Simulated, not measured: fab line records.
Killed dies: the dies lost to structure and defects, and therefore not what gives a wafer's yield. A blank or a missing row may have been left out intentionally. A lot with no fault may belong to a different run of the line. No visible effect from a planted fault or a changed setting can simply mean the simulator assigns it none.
fab line records -- flow ritCmos
[record] lots = 6, wafers = 18, lastDay = 7
route steps=202 shown PSD@150 SDANNEAL@153 NSD@158 PLDD@159 NLDD@160 SILICIDE@161 M1@202
lots that met no fault: from a run of the same line without faults
startH: hours from the record's opening day to when the first of the lot's shown wafers began -- waitH: how many hours have passed since the lot's step before this one -- " unchanged from the row above -- L1.1+2: a single row standing in for several wafers -- - no value, or no start given -- * or withheld: withheld -- < > ~ a bound
route shown NAME@n: NAME is a module with steps in the file, n the number in the route of the first one -- usual: mean and standard deviation over wafers with no fault -- same: alike in all rows -- chamber/n: place in a boat -- sites: the reading at each site -- _std_site: standard deviation of those values -- _edge_site: the outer-site mean with the inner-site mean subtracted -- radiusMm: how far each site lies from the wafer's centre -- mask NAME#n: copy n -- behind: the most recent tool/chamber to have shaped the wafer -- hold: why the lot went on hold/how many hours it stayed there/how the hold came to an end -- device: the n, p or np transistor that did not switch -- end of line: at the end of the route, the tests of the same wafers -- a step without rows: its recipe alone -- killed: dies lost to structure and defects at the first sort, not the wafer's yield -- map: dies across one wafer; x = killed, . = not, _ = none there
set.NAME: the run value of the setting; set.NAME@STEP: its run value at that earlier step -- model.NAME: the simulator's own value behind a step, which no gauge read
certain route steps with their lots: each step a table, each wafer a row
services: the hour from which a tool's chamber was out of use, counted from the record's first day as startH (under 0 if before that day), plus the number of hours and why
[[steps]]
[step RIT_PSD_IMPLANT_08]
[recipe] species = BF2, energyKev = 27, doseCm2 = 5e+15, tiltDeg = 7
[step RIT_PSD_STRIP_09]
[recipe] chemistry = O2, timeS = 180, resist = NOVOLAK, platenTempC = withheld, powerW = 500, pressureMtorr = 4000, o2FlowSccm = 4000
[usual] drypumpMotorCurrentA = 5.56/0.27
lot.wafer,tool,chamber,startH,waitH,drypumpMotorCurrentA,rfHoursCounterH
L471.1,plasmaAsher-03,0,74.05,0.1,5.68,35
L471.4,plasmaAsher-03,1,74.05,0.1,5.56,-
L471.5,plasmaAsher-03,1,74.05,0.1,5.57,-
L473.1,plasmaAsher-03,0,92.16,0.1,5.67,37
L473.2,plasmaAsher-03,1,92.16,0.1,5.55,37
L473.5,plasmaAsher-03,1,92.16,0.1,5.55,-
L476.1,plasmaAsher-03,1,100.10,0.1,5.56,38
L476.3,plasmaAsher-03,0,100.10,0.1,5.66,-
L476.5,plasmaAsher-03,1,100.10,0.1,5.54,-
L481.2,plasmaAsher-04,1,128.26,0.1,5.80,49
L481.3,plasmaAsher-04,1,128.26,0.1,5.78,-
L481.4,plasmaAsher-04,0,128.26,0.1,5.35,-
L489.1,plasmaAsher-01,0,154.92,0.1,5.96,38
L489.2,plasmaAsher-01,1,154.92,0.1,5.01,38
L489.6,plasmaAsher-01,1,154.92,0.1,5.02,-
L493.4,plasmaAsher-01,0,169.40,0.1,5.94,-
L493.5,plasmaAsher-01,1,169.40,0.1,5.00,-
L493.6,plasmaAsher-01,0,169.40,0.1,5.96,-
[step RIT_PSD_TW_MEAS_10]
[usual] PSD_TW = 3446/19
lot.wafer,tool,chamber,startH,waitH,PSD_TW
L471.1,filmMetro-01,-,74.23,0.1,3444
L471.4,filmMetro-01,-,74.23,0.1,3448
L471.5,filmMetro-01,-,74.23,0.1,3440
L473.1,filmMetro-03,-,92.33,0.1,3419
L473.2,filmMetro-03,-,92.33,0.1,3436
L473.5,filmMetro-03,-,92.33,0.1,3434
L476.1,filmMetro-02,-,100.28,0.1,3420
L476.3,filmMetro-02,-,100.28,0.1,3414
L476.5,filmMetro-02,-,100.28,0.1,3421
L481.2,filmMetro-02,-,128.45,0.1,3461
L481.3,filmMetro-02,-,128.45,0.1,3460
L481.4,filmMetro-02,-,128.45,0.1,3442
L489.1,filmMetro-01,-,155.10,0.1,3456
L489.2,filmMetro-01,-,155.10,0.1,3468
L489.6,filmMetro-01,-,155.10,0.1,3448
L493.4,filmMetro-02,-,169.54,0.1,3461
L493.5,filmMetro-02,-,169.54,0.1,3468
L493.6,filmMetro-02,-,169.54,0.1,3454
[step RIT_SDANNEAL_CLEAN_00]
[recipe] chemistry = SC1, mix = 3:3:50, timeS = 600, tempC = 75
[step RIT_SDANNEAL_CLEAN_01]
[recipe] chemistry = dHF, dilution = 50:1, timeS = 30
[step RIT_SDANNEAL_CLEAN_02]
[recipe] chemistry = SC2, mix = 3:3:50, timeS = 600, tempC = 75, dry = n2Spin
[step RIT_SDANNEAL_RTA_03]
[recipe] tempC = 1050, timeS = 5, idleTempC = 600, rampUpCPerS = 342, rampDownCPerS = 171, coolToC = 600, ambient = N2
[usual] rampDownCPerS = 171.00/0.032, rampUpCPerS = 342.00/0.062, wafer_temp_C_max = 1053.5/1.1
lot.wafer,tool,chamber,startH,waitH,rampDownCPerS,rampUpCPerS,wafer_temp_C_max
L471.1,rtpAnneal-02,0,74.65,0.0,170.99,342.01,1054.9
L471.4,rtpAnneal-02,0,74.65,0.0,170.97,342.04,1054.1
L471.5,rtpAnneal-02,0,74.65,0.0,170.95,342.05,1053.4
L473.1,rtpAnneal-02,0,92.76,0.0,171.04,341.94,1052.3
L473.2,rtpAnneal-02,0,92.76,0.0,171.08,342.18,1053.7
L473.5,rtpAnneal-02,0,92.76,0.0,170.95,342.00,1053.8
L476.1,rtpAnneal-02,0,100.93,0.0,171.03,341.93,1051.9
L476.3,rtpAnneal-02,0,100.93,0.0,171.00,342.04,1054.5
L476.5,rtpAnneal-02,0,100.93,0.0,171.01,342.00,1054.3
L481.2,rtpAnneal-02,0,129.07,0.0,170.96,342.01,1054.2
L481.3,rtpAnneal-02,0,129.07,0.0,171.00,342.01,1052.7
L481.4,rtpAnneal-02,0,129.07,0.0,171.00,341.98,1053.8
L489.1,rtpAnneal-02,0,155.52,0.0,171.03,342.02,1053.8
L489.2,rtpAnneal-02,0,155.52,0.0,170.96,342.01,1052.5
L489.6,rtpAnneal-02,0,155.52,0.0,171.00,341.93,1052.5
L493.4,rtpAnneal-02,0,169.97,0.0,170.99,341.86,1052.8
L493.5,rtpAnneal-02,0,169.97,0.0,170.98,342.01,1052.9
L493.6,rtpAnneal-02,0,169.97,0.0,170.98,341.91,1053.5
[step RIT_SDANNEAL_RS_MEAS_04]
[recipe] thkMeasGauge = four-point-probe
[usual] PSD_RS = 115.8/0.31
lot.wafer,tool,chamber,startH,waitH,PSD_RS[ohm/sq]
L471.1,filmMetro-01,-,74.71,0.0,115.7
L471.4,filmMetro-01,-,74.71,0.0,115.5
L471.5,filmMetro-01,-,74.71,0.0,115.6
L473.1,filmMetro-03,-,92.82,0.0,115.5
L473.2,filmMetro-03,-,92.82,0.0,115.5
L473.5,filmMetro-03,-,92.82,0.0,115.4
L476.1,filmMetro-01,-,100.98,0.0,115.6
L476.3,filmMetro-01,-,100.98,0.0,115.4
L476.5,filmMetro-01,-,100.98,0.0,115.6
L481.2,filmMetro-02,-,129.14,0.1,116.0
L481.3,filmMetro-02,-,129.14,0.1,116.0
L481.4,filmMetro-02,-,129.14,0.1,115.7
L489.1,filmMetro-02,-,155.58,0.0,116.0
L489.2,filmMetro-02,-,155.58,0.0,115.9
L489.6,filmMetro-02,-,155.58,0.0,116.1
L493.4,filmMetro-01,-,170.06,0.1,115.4
L493.5,filmMetro-01,-,170.06,0.1,115.4
L493.6,filmMetro-01,-,170.06,0.1,115.3
[step RIT_SDANNEAL_RS_MEAS_05]
[recipe] thkMeasGauge = four-point-probe
[usual] NSD_RS = 84.54/0.26
lot.wafer,tool,chamber,startH,waitH,NSD_RS[ohm/sq]
L471.1,filmMetro-01,-,74.83,0.1,84.18
L471.4,filmMetro-01,-,74.83,0.1,84.15
L471.5,filmMetro-01,-,74.83,0.1,84.53
L473.1,filmMetro-03,-,92.94,0.1,84.46
L473.2,filmMetro-03,-,92.94,0.1,84.93
L473.5,filmMetro-03,-,92.94,0.1,84.60
L476.1,filmMetro-01,-,101.10,0.1,84.08
L476.3,filmMetro-01,-,101.10,0.1,84.47
L476.5,filmMetro-01,-,101.10,0.1,84.58
L481.2,filmMetro-02,-,129.26,0.1,84.60
L481.3,filmMetro-02,-,129.26,0.1,83.99
L481.4,filmMetro-02,-,129.26,0.1,84.40
L489.1,filmMetro-02,-,155.70,0.1,84.63
L489.2,filmMetro-02,-,155.70,0.1,84.54
L489.6,filmMetro-02,-,155.70,0.1,84.62
L493.4,filmMetro-01,-,170.18,0.1,84.67
L493.5,filmMetro-01,-,170.18,0.1,84.57
L493.6,filmMetro-01,-,170.18,0.1,84.46
[step RIT_SDANNEAL_RS_MEAS_06]
[recipe] thkMeasGauge = four-point-probe
[usual] PLDD_RS = 178.6/0.5
lot.wafer,tool,chamber,startH,waitH,PLDD_RS[ohm/sq]
L471.1,filmMetro-01,-,74.95,0.1,177.5
L471.4,filmMetro-01,-,74.95,0.1,177.4
L471.5,filmMetro-01,-,74.95,0.1,177.6
L473.1,filmMetro-03,-,93.06,0.1,178.5
L473.2,filmMetro-03,-,93.06,0.1,178.1
L473.5,filmMetro-03,-,93.06,0.1,178.4
L476.1,filmMetro-01,-,101.22,0.1,178.2
L476.3,filmMetro-01,-,101.22,0.1,178.5
L476.5,filmMetro-01,-,101.22,0.1,179.0
L481.2,filmMetro-02,-,129.38,0.1,178.7
L481.3,filmMetro-02,-,129.38,0.1,178.4
L481.4,filmMetro-02,-,129.38,0.1,178.4
L489.1,filmMetro-02,-,155.82,0.1,178.7
L489.2,filmMetro-02,-,155.82,0.1,178.8
L489.6,filmMetro-02,-,155.82,0.1,178.4
L493.4,filmMetro-01,-,170.30,0.1,178.0
L493.5,filmMetro-01,-,170.30,0.1,178.3
L493.6,filmMetro-01,-,170.30,0.1,177.8
[step RIT_SDANNEAL_RS_MEAS_07]
[recipe] thkMeasGauge = four-point-probe
[usual] NLDD_RS = 151.6/0.53
lot.wafer,tool,chamber,startH,waitH,NLDD_RS[ohm/sq]
L471.1,filmMetro-01,-,75.07,0.1,151.9
L471.4,filmMetro-01,-,75.07,0.1,151.5
L471.5,filmMetro-01,-,75.07,0.1,151.3
L473.1,filmMetro-03,-,93.18,0.1,151.8
L473.2,filmMetro-03,-,93.18,0.1,151.4
L473.5,filmMetro-03,-,93.18,0.1,152.0
L476.1,filmMetro-01,-,101.34,0.1,150.7
L476.3,filmMetro-01,-,101.34,0.1,151.3
L476.5,filmMetro-01,-,101.34,0.1,151.4
L481.2,filmMetro-02,-,129.50,0.1,152.4
L481.3,filmMetro-02,-,129.50,0.1,152.2
L481.4,filmMetro-02,-,129.50,0.1,151.9
L489.1,filmMetro-02,-,155.94,0.1,151.3
L489.2,filmMetro-02,-,155.94,0.1,152.0
L489.6,filmMetro-02,-,155.94,0.1,151.8
L493.4,filmMetro-01,-,170.42,0.1,151.6
L493.5,filmMetro-01,-,170.42,0.1,151.7
L493.6,filmMetro-01,-,170.42,0.1,151.2
[step RIT_SILICIDE_WET_ETCH_00]
[recipe] chemistry = BOE, target = SiO2, targetDepthNm = 14, timeS = 15, dry = n2Spin, dilution = 10:1, tempC = 21.5
[step RIT_SILICIDE_SPUTTER_01]
[recipe] material = Ti, targetThkNm = 30, powerW = 350, chamberPressurePa = 0.667, gas = Ar, timeS = 240, substrateTempC = 25
[usual] throttleValvePct = 29.9/1.4
lot.wafer,tool,chamber,startH,waitH,throttleValvePct,model.Ti_of_SILICIDE_SPUTTER_01.thkNm
L471.1,pvdSputter-01,-,75.21,0.0,32.3,30.79
L471.4,pvdSputter-01,-,75.21,0.0,29.3,29.76
L471.5,pvdSputter-01,-,75.21,0.0,29.5,29.76
L473.1,pvdSputter-01,-,93.31,0.0,28.1,29.56
L473.2,pvdSputter-01,-,93.31,0.0,32.2,30.39
L473.5,pvdSputter-01,-,93.31,0.0,29.4,34.68
L476.1,pvdSputter-01,-,101.48,0.0,29.5,34.81
L476.3,pvdSputter-01,-,101.48,0.0,28.1,30.07
L476.5,pvdSputter-01,-,101.48,0.0,32.5,30.85
L481.2,pvdSputter-04,-,129.62,0.0,30.1,29.55
L481.3,pvdSputter-04,-,129.62,0.0,29.8,29.23
L481.4,pvdSputter-04,-,129.62,0.0,31.1,29.95
L489.1,pvdSputter-01,-,156.07,0.0,29.4,29.67
L489.2,pvdSputter-01,-,156.07,0.0,28.6,30.07
L489.6,pvdSputter-01,-,156.07,0.0,27.7,29.82
L493.4,pvdSputter-02,-,170.49,0.0,31.0,30.62
L493.5,pvdSputter-02,-,170.49,0.0,31.4,30.86
L493.6,pvdSputter-02,-,170.49,0.0,30.4,30.86
[step RIT_SILICIDE_RS_MEAS_02]
[recipe] thkMeasGauge = four-point-probe, reads = Ti_of_SILICIDE_SPUTTER_01
[usual] SILICIDE_TI_RS = 47.8/0.93
lot.wafer,tool,chamber,startH,waitH,SILICIDE_TI_RS[ohm/sq]
L471.1,filmMetro-04,-,75.36,0.1,46.3
L471.4,filmMetro-04,-,75.36,0.1,48.4
L471.5,filmMetro-04,-,75.36,0.1,48.5
L473.1,filmMetro-03,-,93.46,0.1,48.8
L473.2,filmMetro-03,-,93.46,0.1,47.1
L473.5,filmMetro-03,-,93.46,0.1,39.9
L476.1,filmMetro-01,-,101.63,0.1,39.8
L476.3,filmMetro-01,-,101.63,0.1,47.7
L476.5,filmMetro-01,-,101.63,0.1,46.3
L481.2,filmMetro-04,-,129.79,0.1,48.7
L481.3,filmMetro-04,-,129.79,0.1,49.5
L481.4,filmMetro-04,-,129.79,0.1,47.9
L489.1,filmMetro-04,-,156.22,0.1,48.6
L489.2,filmMetro-04,-,156.22,0.1,47.8
L489.6,filmMetro-04,-,156.22,0.1,48.2
L493.4,filmMetro-04,-,170.70,0.1,46.7
L493.5,filmMetro-04,-,170.70,0.1,46.2
L493.6,filmMetro-04,-,170.70,0.1,46.3
[step RIT_SILICIDE_THK_MEAS_03]
[recipe] thkMeasGauge = xrf, reads = Ti_of_SILICIDE_SPUTTER_01
[usual] SILICIDE_TI_THK = 30.0/0.48
lot.wafer,tool,chamber,startH,waitH,SILICIDE_TI_THK[nm]
L471.1,filmMetro-04,-,75.48,0.1,30.7
L471.4,filmMetro-04,-,75.48,0.1,29.7
L471.5,filmMetro-04,-,75.48,0.1,29.8
L473.1,filmMetro-03,-,93.58,0.1,29.6
L473.2,filmMetro-03,-,93.58,0.1,30.3
L473.5,filmMetro-03,-,93.58,0.1,34.8
L476.1,filmMetro-01,-,101.75,0.1,34.7
L476.3,filmMetro-01,-,101.75,0.1,30.1
L476.5,filmMetro-01,-,101.75,0.1,30.9
L481.2,filmMetro-04,-,129.90,0.1,29.6
L481.3,filmMetro-04,-,129.90,0.1,29.1
L481.4,filmMetro-04,-,129.90,0.1,29.7
L489.1,filmMetro-04,-,156.34,0.1,29.5
L489.2,filmMetro-04,-,156.34,0.1,30.1
L489.6,filmMetro-04,-,156.34,0.1,29.8
L493.4,filmMetro-04,-,170.79,0.1,30.5
L493.5,filmMetro-04,-,170.79,0.1,30.7
L493.6,filmMetro-04,-,170.79,0.1,30.7
[step RIT_SILICIDE_RTA_04]
[recipe] tempC = 650, timeS = 10, idleTempC = 25, rampUpS = 5, rampDownS = 5, coolToC = 25, ambient = N2
[usual] wafer_temp_C_max = 654.3/0.81
lot.wafer,tool,chamber,startH,waitH,wafer_temp_C_max
L471.1,rtpAnneal-01,0,75.54,0.1,653.1
L471.4,rtpAnneal-01,0,75.54,0.1,653.9
L471.5,rtpAnneal-01,0,75.54,0.1,654.9
L473.1,rtpAnneal-02,0,93.64,0.1,654.5
L473.2,rtpAnneal-02,0,93.64,0.1,653.9
L473.5,rtpAnneal-02,0,93.64,0.1,655.6
L476.1,rtpAnneal-01,0,101.81,0.1,654.5
L476.3,rtpAnneal-01,0,101.81,0.1,653.9
L476.5,rtpAnneal-01,0,101.81,0.1,653.6
L481.2,rtpAnneal-01,0,129.96,0.1,654.0
L481.3,rtpAnneal-01,0,129.96,0.1,653.8
L481.4,rtpAnneal-01,0,129.96,0.1,654.2
L489.1,rtpAnneal-01,0,156.40,0.1,653.7
L489.2,rtpAnneal-01,0,156.40,0.1,654.3
L489.6,rtpAnneal-01,0,156.40,0.1,655.1
L493.4,rtpAnneal-01,0,170.86,0.1,652.9
L493.5,rtpAnneal-01,0,170.86,0.1,653.4
L493.6,rtpAnneal-01,0,170.86,0.1,653.6
[step RIT_M1_PROBE_99]
[usual] killedAtContacts = 0.1/0.25, killedAtFrontEnd = 7/3.1, killedDies = 7/3.2, killedOpen = 3.3/2, killedShort = 3.5/2
[same] grossDies = 264, killed_at_M0_to_M3 = 0, killed_at_M4_up = 0, killedAtBackSide = 0, killedAtOther = 0
lot.wafer,tool,chamber,startH,waitH,killedAtContacts,killedAtFrontEnd,killedDies,killedOpen,killedShort,model.etest.npolyLine.lineOhmUm,model.etest.ppolyLine.lineOhmUm,model.etest.contactPplus.endOhmUm,model.etest.contactNplus.endOhmUm,model.etest.ppolyLine.widthNm,model.etest.npolyLine.widthNm,model.etest.npolyLine.rsOhmSq,model.etest.ppolyLine.rsOhmSq
L471.1,prober-02,-,81.95,0.1,0,6,6,2,4,164.2,156.7,45.02,41.69,102.7,101.7,16.63,16.18
L471.4,prober-02,-,82.10,0.2,0,9,9,4,5,166.2,158.4,44.2,42.18,103.2,102.9,17.05,16.62
L471.5,prober-02,-,82.15,0.2,0,3,3,1,2,169.6,163.1,43.24,41.18,102.1,101.6,17.13,16.49
L473.1,prober-01,-,100.32,0.1,0,11,11,4,7,165.6,157.7,43.17,40.78,104,103.8,17.16,16.61
L473.2,prober-01,-,100.37,0.1,0,8,8,4,4,166.4,162.7,43.57,42.2,101.8,100.8,16.96,16.42
L473.5,prober-01,-,100.52,0.2,0,4,4,3,1,155.9,149.3,52.94,51.61,99.35,99.13,15.3,14.91
L476.1,prober-01,-,112.71,0.1,0,3,3,3,0,155.5,149.2,51.36,46.51,99.73,97.88,15.29,14.79
L476.3,prober-01,-,112.81,0.2,0,6,6,3,3,167.5,159.9,44.36,40.84,101.9,101.3,16.94,16.29
L476.5,prober-01,-,112.91,0.2,0,6,6,4,2,161.5,155.7,45.11,42,103.7,102.6,16.7,16.05
L481.2,prober-02,-,137.49,0.1,0,1,1,1,0,176,169.7,43.43,41.5,99.73,98.48,17.28,16.75
L481.3,prober-02,-,137.54,0.2,0,6,6,4,2,171.8,167.1,41.89,39.38,101.8,101.7,17.35,16.88
L481.4,prober-02,-,137.59,0.2,0,10,10,4,6,169,163.5,44.35,40.75,101.9,101.2,17.02,16.51
L489.1,prober-02,-,163.41,0.1,0,3,3,1,2,179,171,43.21,41.52,98.32,97.81,17.11,16.57
L489.2,prober-02,-,163.46,0.1,0,4,4,1,3,176.4,166.8,41.66,40.73,97.19,96.15,17.07,16.42
L489.6,prober-02,-,163.66,0.2,0,5,5,2,3,178.3,172.3,42.67,41.61,97.23,96.5,17.14,16.68
L493.4,prober-02,-,177.66,0.2,0,15,15,7,8,167.5,157.9,45.75,41.15,101.9,101.4,16.75,16.1
L493.5,prober-02,-,177.71,0.2,0,16,16,7,9,163.9,158.1,45.42,44.01,102.6,101.1,16.65,16.15
L493.6,prober-02,-,177.76,0.2,1,8,9,6,3,159.8,152.7,45.73,43.33,104.9,103.9,16.6,16.26
// killed by level:class
L471.1 FOX2:geometricParticle:short=1 GATE:geometricParticle:open=1 GATE:geometricParticle:short=1 SPACER:geometricParticle:short=1 SILICIDE:geometricParticle:short=1 SILICIDE:geometricParticle:open=1
L471.4 GATE:geometricParticle:short=4 FOX1:geometricParticle:open=1 FOX2:geometricParticle:short=1 FOX2:geometricParticle:open=1 GATE:geometricParticle:open=1 REOX:geometricParticle:open=1
L471.5 GATE:geometricParticle:open=1 REOX:geometricParticle:short=1 SILICIDE:geometricParticle:short=1
L473.1 GATE:geometricParticle:open=4 GATE:geometricParticle:short=3 SPACER:geometricParticle:short=2 REOX:geometricParticle:short=1 SILICIDE:geometricParticle:short=1
L473.2 GATE:geometricParticle:short=2 SILICIDE:geometricParticle:open=2 GATE:geometricParticle:open=1 REOX:geometricParticle:short=1 SPACER:geometricParticle:short=1 SPACER:geometricParticle:open=1
L473.5 FOX1:geometricParticle:open=1 REOX:geometricParticle:open=1 REOX:geometricParticle:short=1 SPACER:geometricParticle:open=1
L476.1 FOX2:geometricParticle:open=1 GATE:geometricParticle:open=1 REOX:geometricParticle:open=1
L476.3 GATE:geometricParticle:open=2 REOX:geometricParticle:short=2 FOX2:geometricParticle:short=1 SPACER:geometricParticle:open=1
L476.5 GATE:geometricParticle:open=2 SPACER:geometricParticle:open=2 FOX2:geometricParticle:short=1 GATE:geometricParticle:short=1
L481.2 GATE:geometricParticle:open=1
L481.3 SILICIDE:geometricParticle:open=3 FOX1:geometricParticle:open=1 FOX2:geometricParticle:short=1 GATE:geometricParticle:short=1
L481.4 GATE:geometricParticle:short=5 GATE:geometricParticle:open=2 FOX2:geometricParticle:short=1 SPACER:geometricParticle:open=1 SILICIDE:geometricParticle:open=1
L489.1 FOX1:geometricParticle:short=1 GATE:geometricParticle:short=1 REOX:geometricParticle:open=1
L489.2 REOX:geometricParticle:short=2 GATE:geometricParticle:short=1 GATE:geometricParticle:open=1
L489.6 GATE:geometricParticle:short=2 FOX1:geometricParticle:open=1 GATE:geometricParticle:open=1 SPACER:geometricParticle:short=1
L493.4 GATE:geometricParticle:open=4 FOX2:geometricParticle:short=2 GATE:geometricParticle:short=2 SPACER:geometricParticle:open=2 SPACER:geometricParticle:short=2 FOX1:geometricParticle:short=1 REOX:geometricParticle:short=1 REOX:geometricParticle:open=1
L493.5 GATE:geometricParticle:short=4 FOX2:geometricParticle:open=2 GATE:geometricParticle:open=2 REOX:geometricParticle:open=2 REOX:geometricParticle:short=2 SPACER:geometricParticle:short=2 FOX1:geometricParticle:open=1 FOX2:geometricParticle:short=1
L493.6 GATE:geometricParticle:open=2 SPACER:geometricParticle:open=2 FOX1:geometricParticle:open=1 GATE:geometricParticle:short=1 SPACER:geometricParticle:short=1 SILICIDE:geometricParticle:open=1 CONTACT:geometricParticle:short=1
[[services]]
tool,chamber,startH,hours,kind
plasmaAsher-03,-,67.92,3.8,repair
pvdSputter-02,-,102.47,2.1,repair
pvdSputter-02,-,112.11,2.4,repair
plasmaAsher-01,-,112.30,2.8,pm
plasmaAsher-03,-,130.17,3.4,repair
pvdSputter-01,-,130.93,2.0,repair
pvdSputter-01,-,133.63,0.8,repair
[[key]]
[firstSign] step = RIT_SILICIDE_RS_MEAS_02, reading = SILICIDE_TI_RS, direction = down, sigmas = 8.6, usual = 47.8, struck = 39.8
[effect] step = RIT_SILICIDE_THK_MEAS_03, reading = SILICIDE_TI_THK, direction = up, sigmas = 9.9, usual = 30.0, struck = 34.7
[modelEffect] step = RIT_SILICIDE_SPUTTER_01, value = Ti_of_SILICIDE_SPUTTER_01.thkNm, without = 29.54, struck = 34.74
[modelEffect] step = RIT_M1_PROBE_99, value = etest.npolyLine.lineOhmUm, without = 168.8, struck = 155.7
metAt RIT_SILICIDE_SPUTTER_01
struckWafers L473.5,L476.1
testerLeftOut L473,L476
onsetBetween 75.21 93.31
[fault] kind = processParameterDrift, tool = pvdSputter-01, chamber = -, onsetH = 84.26, steps = RIT_SILICIDE_SPUTTER_01, channel = targetThkNm, offset = 5.2031, shape = step, endH = 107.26, stated = 30, scope = struckWafersOnly
// testerLeftOut: of these lots the tester's yield and bins aren't shown, on N5 and GAA mostly nor the transistor test; their killed dies are dies lost to structure and defects alone, not to doping, threshold or leakage, so they don't give the yield
